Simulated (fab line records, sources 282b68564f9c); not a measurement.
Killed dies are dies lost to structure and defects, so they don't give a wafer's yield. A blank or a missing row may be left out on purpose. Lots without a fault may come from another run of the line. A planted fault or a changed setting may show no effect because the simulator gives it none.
Split-lot experiment | flow rit_cmos | 5 lots, 23 wafers read, on a route of 202 steps

THE SPLIT
At RIT_CONTACT_CVD_00 (deposits SiO2 from TEOS, target thk 400 nm, time 61 s), the setting time_s was moved away from the recipe's 61 s on 10 of the 23 wafers read, by -11.5% to +14.3%. The other wafers ran this setting at the recipe's value.

The file shows no step between the split and the reading.

THE READING
CONTACT_TEOS_THK, in nm, at RIT_CONTACT_THK_MEAS_01. Fault-free wafers of this fab line usually give 400 nm, standard deviation 5 nm.

wafer  | tool, chamber at the split | time_s as run, s | against the recipe | CONTACT_TEOS_THK, nm | against lot-mates on the recipe
L076.1 | pecvd-04, 1                | 61               | recipe             | 391                  | -
L076.4 | pecvd-04, 1                | 61               | recipe             | 393                  | -
L076.5 | pecvd-04, 0                | 61               | recipe             | 399                  | -
L079.2 | pecvd-04, 0                | 61               | recipe             | 392                  | -
L079.3 | pecvd-04, 0                | 54.01            | -11.5%             | 354                  | -42
L079.4 | pecvd-04, 1                | 54.01            | -11.5%             | 356                  | -40
L079.5 | pecvd-04, 1                | 61               | recipe             | 398                  | -
L079.6 | pecvd-04, 0                | 61               | recipe             | 398                  | -
L081.1 | pecvd-02, 0                | 69.66            | +14.2%             | 459                  | +52
L081.3 | pecvd-02, 2                | 69.66            | +14.2%             | 460                  | +52
L081.4 | pecvd-02, 0                | 61               | recipe             | 406                  | -
L081.5 | pecvd-02, 1                | 61               | recipe             | 409                  | -
L081.6 | pecvd-02, 2                | 69.66            | +14.2%             | 462                  | +54
L082.1 | pecvd-04, 2                | 61               | recipe             | 399                  | -
L082.3 | pecvd-04, 0                | 61               | recipe             | 399                  | -
L082.4 | pecvd-04, 1                | 69.74            | +14.3%             | 467                  | +68
L082.5 | pecvd-04, 0                | 69.74            | +14.3%             | 461                  | +62
L082.6 | pecvd-04, 2                | 69.74            | +14.3%             | 467                  | +68
L084.1 | pecvd-04, 0                | 61               | recipe             | 391                  | -
L084.3 | pecvd-04, 2                | 61               | recipe             | 397                  | -
L084.4 | pecvd-04, 2                | 61               | recipe             | 396                  | -
L084.5 | pecvd-04, 1                | 64.82            | +6.3%              | 422                  | +27
L084.6 | pecvd-04, 0                | 64.82            | +6.3%              | 421                  | +26

THE FIT
A straight line over all 23 wafers: CONTACT_TEOS_THK changes by +4.33 nm for each +1% of time_s; r = +0.99; the points scatter about the line by 5.2 nm.
The same after taking each lot's own level away (the mean of its wafers on the recipe; 23 wafers): +4.02 nm for each +1%; r = +0.99; scatter 4.4 nm.
On that fit, the largest move of time_s shifts the reading by 58 nm.
The lots' own levels span 394.3 to 407.5 nm, that is 2.6 times the standard deviation above.
So the lot-to-lot level changes the slope little: the two slopes agree.
Check: with one of the wafers moved furthest among these (+14.3%) left out of the fit, the line predicts +57.3 nm for it against its lot-mates. It came out at +68 nm against them.

OTHER SPLITS ON THESE WAFERS
These wafers also went through other splits before the reading. Each is held against what the fit with the lots' levels taken away leaves over:
other split on the same wafers   | wafers away from the commonest value | r with CONTACT_TEOS_THK (lot level and that fit taken away)
RIT_GATE_EXPOSE_13 dose_mj       | 4                                    | +0.28
RIT_PLDD_IMPLANT_08 energy_kev   | 9                                    | -0.31
RIT_SPACER_CVD_03 pressure_mtorr | 15                                   | +0.20
RIT_SDANNEAL_CLEAN_00 temp_c     | 15                                   | +0.38
RIT_SILICIDE_SPUTTER_01 power_w  | 7                                    | +0.28

THE WHOLE CHAIN: every reading that the file lists as answering this split, in the file's order
step                    | what it does                                                                | reading                                                                        | change (the file's fit)              | r (the file's)
RIT_CONTACT_CVD_00      | deposits SiO2 from TEOS, target thk 400 nm, time 61 s                       | SiO2_of_CONTACT_CVD_00.thk_nm (the simulator's own value, which no gauge read) | +4.06 nm for each +1% of the setting | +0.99
RIT_CONTACT_THK_MEAS_01 |                                                                             | CONTACT_TEOS_THK                                                               | +4.05 for each +1% of the setting    | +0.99
RIT_CONTACT_ETCH_11     | etches SiO2 in CHF3/CF4/Ar, stops on TiSi2, target depth 480 nm, time 320 s | etch.depth_nm (the simulator's own value, which no gauge read)                 | +4.06 nm for each +1% of the setting | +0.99
RIT_CONTACT_ETCH_11     | etches SiO2 in CHF3/CF4/Ar, stops on TiSi2, target depth 480 nm, time 320 s | CONTACT.feature_depth_nm (the simulator's own value, which no gauge read)      | +4.06 nm for each +1% of the setting | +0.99

THE FILE'S OWN FIT
CONTACT_TEOS_THK changes by +4.05 nm for each +1% of time_s, r = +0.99.
